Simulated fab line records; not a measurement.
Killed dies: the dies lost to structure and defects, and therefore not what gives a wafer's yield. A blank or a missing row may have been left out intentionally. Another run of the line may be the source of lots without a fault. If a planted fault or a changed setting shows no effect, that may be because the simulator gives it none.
Problem report in the 8D (eight disciplines) form, filled by code || flow berkeley-cmos170 || the parts of the form that need people (team, actions taken, sign-off) are left out

== 1. WHAT IS WRONG ==
Wafers free of any fault read -1 nm (standard deviation 5.3) for PLDD_OVL at UCB170_PLDD_OVL_MEAS_07, against a mean of 312 nm on 9 wafers of 3 lots. Measured from the usual mean, that is +59 standard deviations.
First seen on wafer L553.1, day 11 02:19, on overlay-02. The record holds 45 wafers of 15 lots with a number at this step. Rule for "out" (also "out of limits"): further than 4 standard deviations from the usual mean. The other wafers with a number count as sound.

== 2. WHAT IT IS, AND WHAT IT ISN'T ==
{"question": "which readings at this step", "is": "PLDD_OVL", "is not": "-"}
{"question": "which lots", "is": "L552, L553, L557", "is not": "L536, L537, L538, L540, L541, L542, L543, L544, L545, L548, L551, L555"}
{"question": "which wafers of those lots", "is": "all that have a number", "is not": "-"}
{"question": "read on which gauges", "is": "overlay-01, overlay-02", "is not": "-"}
{"question": "when", "is": "from day 11 02:19", "is not": "up to then (33 sound wafers); but 3 sound wafers of L555 came after"}

== 3. THE SUSPECTS, EACH WITH WHAT RULES IT OUT ==
Counting: any tool at a process step up to the reading is kept as a suspect provided that every lot that is out went through it and no sound lot did after the first of them.
- the gauge at UCB170_PLDD_OVL_MEAS_07: ruled out. The wafers that are out were read on 2 gauges (overlay-01, overlay-02).
- krf-scanner-01 at UCB170_PLDD_EXPOSE_03 (exposes mask PSELECT, target cd 1200 nm): kept. It ran every lot that is out, first L553 (day 11 01:23), and no sound lot after that; its last sound lot up to then is L548 (day 9 21:27).
The count leaves krf-scanner-01 at UCB170_PLDD_EXPOSE_03.

== 4. THE CAUSE (what the simulator had put in) ==
Scanner matching overlay: krf-scanner-01, from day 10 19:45 on, at UCB170_PLDD_EXPOSE_03. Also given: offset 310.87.
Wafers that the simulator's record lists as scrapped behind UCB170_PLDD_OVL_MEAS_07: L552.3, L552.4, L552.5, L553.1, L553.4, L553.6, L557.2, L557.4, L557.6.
Only this tool survived the counting.

== 5. THE EFFECT CHAIN, in route order ==
Each row: a reading where the mean over the struck wafers with a number is more than 3 standard deviations away from the usual. Only readings whose record carries a usual standard deviation are examined. hours: median over the lots of the time between each lot's start at the first step of this table that gives one and its start at this step. sigmas: the change, counted in usual standard deviations.
{"hours": 0, "step": "UCB170_PLDD_OVL_MEAS_07", "reading": "PLDD_OVL", "usual": "-1 nm", "on struck wafers": 312, "change": "+313", "sigmas": "+59"}

== 6. WHAT WOULD HAVE CAUGHT IT SOONER ==
7 hours passed between the start of the fault at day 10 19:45 and the first reading out of limits at a measuring or inspecting step in this record, taken at day 11 02:19.
L557, from the lots that are out (3), started UCB170_PLDD_EXPOSE_03 on krf-scanner-01 later than day 11 02:19. Putting the tool on hold at that point would have spared it.
